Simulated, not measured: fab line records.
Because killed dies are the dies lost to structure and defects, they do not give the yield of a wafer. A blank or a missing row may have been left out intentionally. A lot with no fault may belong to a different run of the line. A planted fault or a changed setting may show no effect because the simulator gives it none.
Which tool is to blame? | flow rit-cmos | Sampling: 13 lots, 39 wafers, 5 of 202 route steps

WHAT EACH GAUGE READ, for each wafer
RIT_ACTIVE_THK_MEAS_02.
lot  | measured    | on            | ACTIVE_OXIDE_THK (nm)
L902 | day 1 12:05 | film-metro-03 | 44.8 45.2 44.8
L903 | day 1 17:30 | film-metro-04 | 47.4 47.2 47.4
L905 | day 2 03:04 | film-metro-03 | 46.8 47.1 46.5
L906 | day 2 10:34 | film-metro-04 | 46.3 45.9 46.8
L907 | day 2 13:33 | film-metro-03 | 46.8 47.4 47.1
L908 | day 2 18:04 | film-metro-03 | 46.3 46.8 47.2
L909 | day 2 23:04 | film-metro-02 | 46.5 46.4 47.0
L910 | day 3 04:04 | film-metro-02 | 45.7 45.0 46.3
L912 | day 3 15:07 | film-metro-04 | 47.0 47.1 47.6
L916 | day 4 10:05 | film-metro-02 | 46.0 46.5 46.1
L922 | day 5 16:27 | film-metro-04 | 44.8 44.7 45.6
L923 | day 5 21:08 | film-metro-02 | 45.8 45.7 45.2
L925 | day 6 09:25 | film-metro-03 | 45.9 46.1 45.6

RIT_ACTIVE_CD_MEAS_11: target cd 1400 nm.
lot  | measured    | on        | cd-nm (nm)
L902 | day 1 14:42 | cd-sem-01 | 1401.0 1401.4 1402.9
L903 | day 1 20:03 | cd-sem-02 | 1398.6 1400.9 1399.9
L905 | day 2 05:42 | cd-sem-01 | 1398.9 1397.2 1400.0
L906 | day 2 15:19 | cd-sem-01 | 1400.8 1400.7 1399.4
L907 | day 2 17:24 | cd-sem-01 | 1401.8 1402.4 1401.0
L908 | day 2 21:18 | cd-sem-01 | 1399.4 1402.1 1397.4
L909 | day 3 01:33 | cd-sem-02 | 1399.7 1401.1 1399.4
L910 | day 3 06:28 | cd-sem-02 | 1397.6 1400.1 1399.6
L912 | day 3 17:59 | cd-sem-02 | 1402.7 1399.2 1401.5
L916 | day 4 13:20 | cd-sem-02 | 1398.6 1400.7 1399.6
L922 | day 5 18:59 | cd-sem-02 | 1401.0 1400.8 1399.9
L923 | day 5 23:39 | cd-sem-01 | 1395.0 1393.7 1393.7
L925 | day 6 11:56 | cd-sem-01 | 1396.5 1397.9 1399.4

RIT_GATE_THK_MEAS_09.
lot  | measured    | on            | GATE_POLY_THK (nm)
L902 | day 2 14:31 | film-metro-03 | 247.4 248.8 247.4
L903 | day 2 19:22 | film-metro-01 | 250.4 249.9 249.0
L905 | day 3 08:23 | film-metro-03 | 247.6 246.0 247.9
L906 | day 3 18:57 | film-metro-02 | 246.5 247.7 248.7
L907 | day 3 18:33 | film-metro-03 | 248.5 249.3 249.0
L908 | day 3 20:10 | film-metro-01 | 246.7 246.7 247.1
L909 | day 4 05:04 | film-metro-02 | 244.9 245.0 247.4
L910 | day 4 09:04 | film-metro-01 | 253.5 254.8 253.3
L912 | day 4 18:22 | film-metro-02 | 252.4 251.5 251.8
L916 | day 5 13:30 | film-metro-03 | 246.3 247.7 247.9
L922 | day 6 19:40 | film-metro-02 | 250.1 249.5 251.1
L923 | day 6 23:59 | film-metro-03 | 403.9 401.4 404.4
L925 | day 7 09:03 | film-metro-01 | 243.9 245.5 244.1

EACH LOT AND THE TOOL THAT RAN IT (in order: tool; ch and the chambers of the sampled wafers; start)
lot  | RIT_ACTIVE_STRIP_14                 | RIT_GATE_CVD_08
L902 | plasma-asher-01 ch 0,1, day 1 15:07 | lpcvd-02 ch 1, day 2 12:52
L903 | plasma-asher-02 ch 0,1, day 1 20:26 | lpcvd-01 ch 1, day 2 16:56
L905 | plasma-asher-02 ch 0,1, day 2 06:05 | lpcvd-02 ch 0, day 3 06:45
L906 | plasma-asher-03 ch 0,1, day 2 15:52 | lpcvd-01 ch 0, day 3 16:29
L907 | plasma-asher-02 ch 0,1, day 2 17:47 | lpcvd-02 ch 0, day 3 16:55
L908 | plasma-asher-02 ch 0,1, day 2 21:42 | lpcvd-02 ch 1, day 3 18:32
L909 | plasma-asher-03 ch 0,1, day 3 01:58 | lpcvd-02 ch 1, day 4 02:37
L910 | plasma-asher-03 ch 0,1, day 3 06:50 | lpcvd-01 ch 1, day 4 07:26
L912 | plasma-asher-02 ch 0,1, day 3 18:22 | lpcvd-01 ch 0, day 4 15:56
L916 | plasma-asher-02 ch 0,1, day 4 13:44 | lpcvd-02 ch 1, day 5 11:52
L922 | plasma-asher-03 ch 0,1, day 5 19:26 | lpcvd-02 ch 1, day 6 18:03
L923 | plasma-asher-01 ch 0,1, day 6 00:07 | lpcvd-01 ch 1, day 6 22:22
L925 | plasma-asher-01 ch 0,1, day 6 12:20 | lpcvd-02 ch 1, day 7 07:26
- RIT_ACTIVE_STRIP_14: strips in O2, time 180 s.
- RIT_GATE_CVD_08: deposits poly-Si from SiH4, target thk 250 nm, time 2220 s.

WHAT THE TOOLS THEMSELVES READ (means of the sampled wafers that have a number; where no wafer has one, the mark that the record gives instead)
RIT_ACTIVE_STRIP_14.
lot  | tool            | drypump-motor-current-A (A)
L902 | plasma-asher-01 | 5.98
L903 | plasma-asher-02 | 5.81
L905 | plasma-asher-02 | 5.80
L906 | plasma-asher-03 | 5.94
L907 | plasma-asher-02 | 5.82
L908 | plasma-asher-02 | 5.81
L909 | plasma-asher-03 | 5.92
L910 | plasma-asher-03 | 5.81
L912 | plasma-asher-02 | 5.77
L916 | plasma-asher-02 | 5.83
L922 | plasma-asher-03 | 5.92
L923 | plasma-asher-01 | 5.81
L925 | plasma-asher-01 | 5.95

RIT_GATE_CVD_08.
lot  | tool     | spike-tc-load-C (C)
L902 | lpcvd-02 | 636
L903 | lpcvd-01 | 624
L905 | lpcvd-02 | 635
L906 | lpcvd-01 | 633
L907 | lpcvd-02 | 635
L908 | lpcvd-02 | 636
L909 | lpcvd-02 | 636
L910 | lpcvd-01 | 624
L912 | lpcvd-01 | 633
L916 | lpcvd-02 | 635
L922 | lpcvd-02 | 636
L923 | lpcvd-01 | 624
L925 | lpcvd-02 | 636

THE ANSWER, worked out from the rows above alone
Rule: the usual values come from the lots themselves. The widest of any qualifying gaps counts: lots, ordered by their means at a reading, are off when they make up no more than a third of the lots, leave a main group of 4 or more, and stand apart from it by 3 or more times the standard deviation of that group's means. If all means in a main group match to the digits the tables above print for the reading, that group is not used. A lot without any number at a reading at which 4 lots or more have one is off too. Where the step has rows for the other lots, those lots are counted as sound. Order of review: gauges by route order, followed by the tools' own readings, for which a lot's mean as printed above is used. The first step at which some lot is off is used, and at that step the reading that is off furthest; a lot without a number counts as furthest.
Off: L923, at RIT_ACTIVE_CD_MEAS_11 (cd-nm). The main group has a mean of 1400.0 nm with a standard deviation of 1.1.
If a tool, at a process step before that reading, ran all the lots that are off and no sound lot after the first of them, it fits. The gauges at RIT_ACTIVE_CD_MEAS_11 aren't tried: what is off there is off at RIT_GATE_THK_MEAS_09 too, on other tools, and a gauge's error can't cause that. Not one of the candidates tried fits.

WHAT THE SIMULATOR PUT IN
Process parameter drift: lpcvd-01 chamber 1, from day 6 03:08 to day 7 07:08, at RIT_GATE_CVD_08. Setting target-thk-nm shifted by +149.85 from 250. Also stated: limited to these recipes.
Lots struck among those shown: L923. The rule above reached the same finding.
